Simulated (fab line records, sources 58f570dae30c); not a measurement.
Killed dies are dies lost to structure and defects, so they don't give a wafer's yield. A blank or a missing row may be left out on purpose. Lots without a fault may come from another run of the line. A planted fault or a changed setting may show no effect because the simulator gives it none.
Which tool did it? | flow berkeley_cmos170 | 14 lots, 42 wafers sampled, at 4 steps of a route of 331

WHAT THE GAUGES READ, wafer by wafer
UCB170_PWELL_OVL_MEAS_13. Usual: PWELL_OVL -2 nm, standard deviation 4.4.
lot  | measured    | on         | PWELL_OVL (nm) | flag
L616 | day 3 06:38 | overlay-02 | -6 -6 -4       |
L617 | day 3 09:44 | overlay-01 | -1 -1 -1       |
L618 | day 3 17:07 | overlay-02 | -1 -1 1        |
L619 | day 3 17:07 | overlay-01 | -5 -3 -6       |
L621 | day 4 06:25 | overlay-02 | 4 0 3          |
L620 | day 4 06:38 | overlay-01 | -2 -6 -7       |
L622 | day 4 15:13 | overlay-02 | -3 -6 -5       |
L629 | day 6 00:56 | overlay-01 | 2 3 1          |
L631 | day 6 08:40 | overlay-01 | -1 -3 1        |
L632 | day 6 15:11 | overlay-01 | -7 -10 -6      |
L633 | day 6 22:44 | overlay-01 | -2 1 0         |
L634 | day 7 08:03 | overlay-01 | -7 -8 -7       |
L636 | day 7 14:58 | overlay-01 | -7 -3 -6       |
L637 | day 8 00:38 | overlay-01 | 11 1 4         |

UCB170_WELLDRIVE_THK_MEAS_02. Usual: WELLDRIVE_OXIDE_THK 200 nm, standard deviation 3.8.
lot  | measured    | on            | WELLDRIVE_OXIDE_THK (nm) | flag
L616 | day 3 16:31 | film_metro-04 | 203 202 203              |
L617 | day 4 00:16 | film_metro-01 | 199 200 202              |
L618 | day 4 04:58 | film_metro-02 | 199 199 200              |
L619 | day 4 04:55 | film_metro-02 | 196 199 198              |
L621 | day 4 16:35 | film_metro-01 | 175 175 175              | OFF
L620 | day 4 16:36 | film_metro-02 | 175 180 174              | OFF
L622 | day 5 02:04 | film_metro-01 | 210 208 202              |
L629 | day 6 12:40 | film_metro-01 | 201 200 201              |
L631 | day 6 20:16 | film_metro-02 | 201 198 199              |
L632 | day 7 03:26 | film_metro-01 | 203 200 201              |
L633 | day 7 11:05 | film_metro-02 | 192 196 195              |
L634 | day 7 20:14 | film_metro-01 | 197 199 199              |
L636 | day 8 02:46 | film_metro-02 | 204 204 205              |
L637 | day 8 16:01 | film_metro-01 | 196 194 197              |

UCB170_ACTIVE_CD_MEAS_13: target cd 1200 nm. Usual: cd_nm 1200.3 nm, standard deviation 1.3.
lot  | measured    | on        | cd_nm (nm)           | flag
L616 | day 4 13:24 | cd_sem-02 | 1202.1 1200.4 1200.7 |
L617 | day 4 17:36 | cd_sem-01 | 1201.5 1201.1 1202.4 |
L618 | day 4 18:41 | cd_sem-01 | 1198.2 1198.2 1198.0 |
L619 | day 4 18:56 | cd_sem-02 | 1199.5 1199.3 1200.6 |
L621 | day 5 08:07 | cd_sem-01 | 1199.0 1200.4 1200.1 |
L620 | day 5 08:19 | cd_sem-01 | 1199.8 1199.2 1198.9 |
L622 | day 5 18:15 | cd_sem-02 | 1201.2 1200.5 1201.2 |
L629 | day 7 09:19 | cd_sem-01 | 1201.6 1203.2 1202.5 |
L631 | day 7 18:44 | cd_sem-02 | 1199.8 1199.0 1200.3 |
L632 | day 8 01:26 | cd_sem-02 | 1200.7 1200.5 1201.2 |
L633 | day 8 10:55 | cd_sem-01 | 1200.3 1201.1 1200.0 |
L634 | day 8 16:21 | cd_sem-01 | 1200.3 1200.0 1201.8 |
L636 | day 8 23:08 | cd_sem-02 | 1198.5 1198.8 1199.2 |
L637 | day 9 12:54 | cd_sem-01 | 1200.2 1200.0 1200.2 |

WHICH TOOL RAN EACH LOT (tool, then ch and the chambers of the sampled wafers, then the start)
lot  | UCB170_WELLDRIVE_OXIDATION_01
L616 | furnace-03 ch 0, day 3 13:01
L617 | furnace-03 ch 0, day 3 20:46
L618 | furnace-02 ch 0, day 4 01:25
L619 | furnace-02 ch 0, day 4 01:25
L621 | furnace-02 ch 0, day 4 13:05
L620 | furnace-02 ch 0, day 4 13:05
L622 | furnace-01 ch 0, day 4 22:33
L629 | furnace-01 ch 0, day 6 09:10
L631 | furnace-01 ch 0, day 6 16:46
L632 | furnace-03 ch 0, day 6 23:55
L633 | furnace-03 ch 0, day 7 07:35
L634 | furnace-03 ch 0, day 7 16:44
L636 | furnace-03 ch 0, day 7 23:14
L637 | furnace-02 ch 0, day 8 12:29
- UCB170_WELLDRIVE_OXIDATION_01: target thk 199 nm, ox time 9000 s.

WHAT THE TOOLS THEMSELVES READ (means of the sampled wafers that have a number; where no wafer has one, the mark that the record gives instead)
UCB170_WELLDRIVE_OXIDATION_01. Usual: spike_tc_centre_C 1102.6 C, standard deviation 1.2; spike_tc_load_C 1127.8 C, standard deviation 1.5; spike_tc_source_C 1127.2 C, standard deviation 2.1; tube_center_temp_C 1100 C, standard deviation 0.093; tube_center_temp_C_max 1102.8, standard deviation 0.42.
lot  | tool       | spike_tc_centre_C (C) | spike_tc_load_C (C) | spike_tc_source_C (C) | tube_center_temp_C (C) | tube_center_temp_C_max | flag
L616 | furnace-03 | 1102.1                | 1128.6              | 1128.8                | 1100                   | 1102.6                 |
L617 | furnace-03 | 1103.2                | 1129.6              | 1128.7                | 1100                   | 1102.9                 |
L618 | furnace-02 | 1101.9                | 1126.4              | 1130.0                | 1100                   | 1102.7                 |
L619 | furnace-02 | 1100.8                | 1126.7              | 1128.8                | 1100                   | 1103.2                 |
L621 | furnace-02 | 1080.9                | 1105.7              | 1108.9                | 1080                   | 1082.7                 | OFF
L620 | furnace-02 | 1080.7                | 1106.9              | 1107.9                | 1080                   | 1082.5                 | OFF
L622 | furnace-01 | 1103.3                | 1127.0              | 1123.8                | 1100                   | 1102.5                 |
L629 | furnace-01 | 1103.1                | 1125.8              | 1124.2                | 1100                   | 1103.0                 |
L631 | furnace-01 | 1103.2                | 1126.9              | 1124.1                | 1100                   | 1102.5                 |
L632 | furnace-03 | 1102.6                | 1128.6              | 1128.2                | 1100                   | 1102.8                 |
L633 | furnace-03 | 1103.3                | 1128.9              | 1127.8                | 1100                   | 1102.9                 |
L634 | furnace-03 | 1102.3                | 1129.9              | 1127.4                | 1100                   | 1102.9                 |
L636 | furnace-03 | 1102.9                | 1130.4              | 1126.8                | 1100                   | 1102.9                 |
L637 | furnace-02 | 1102.3                | 1127.3              | 1128.9                | 1100                   | 1103.0                 |

THE ANSWER, worked out from the rows above alone
Rule: a lot is off if the mean of its wafers that have a number lies more than 3 standard deviations from the usual mean. A lot without any number at a reading at which 4 lots or more have one is off too. The other lots that the step has rows for count as sound. The gauges are gone through in route order, then the tools' own readings, and for those a lot's mean is taken as printed above. The first step at which some lot is off is used, and at that step the reading that is off furthest; a lot without a number counts as furthest.
Off: L621, L620, at UCB170_WELLDRIVE_THK_MEAS_02 (WELLDRIVE_OXIDE_THK).
A tool fits if, at a process step before that reading, it ran every lot that is off, and no sound lot after the first of them. The gauges at UCB170_WELLDRIVE_THK_MEAS_02 aren't tried: what is off there is off at UCB170_WELLDRIVE_OXIDATION_01 too, on other tools, and a gauge's error can't cause that. None of those tried fits.

WHAT THE SIMULATOR HAD PUT IN
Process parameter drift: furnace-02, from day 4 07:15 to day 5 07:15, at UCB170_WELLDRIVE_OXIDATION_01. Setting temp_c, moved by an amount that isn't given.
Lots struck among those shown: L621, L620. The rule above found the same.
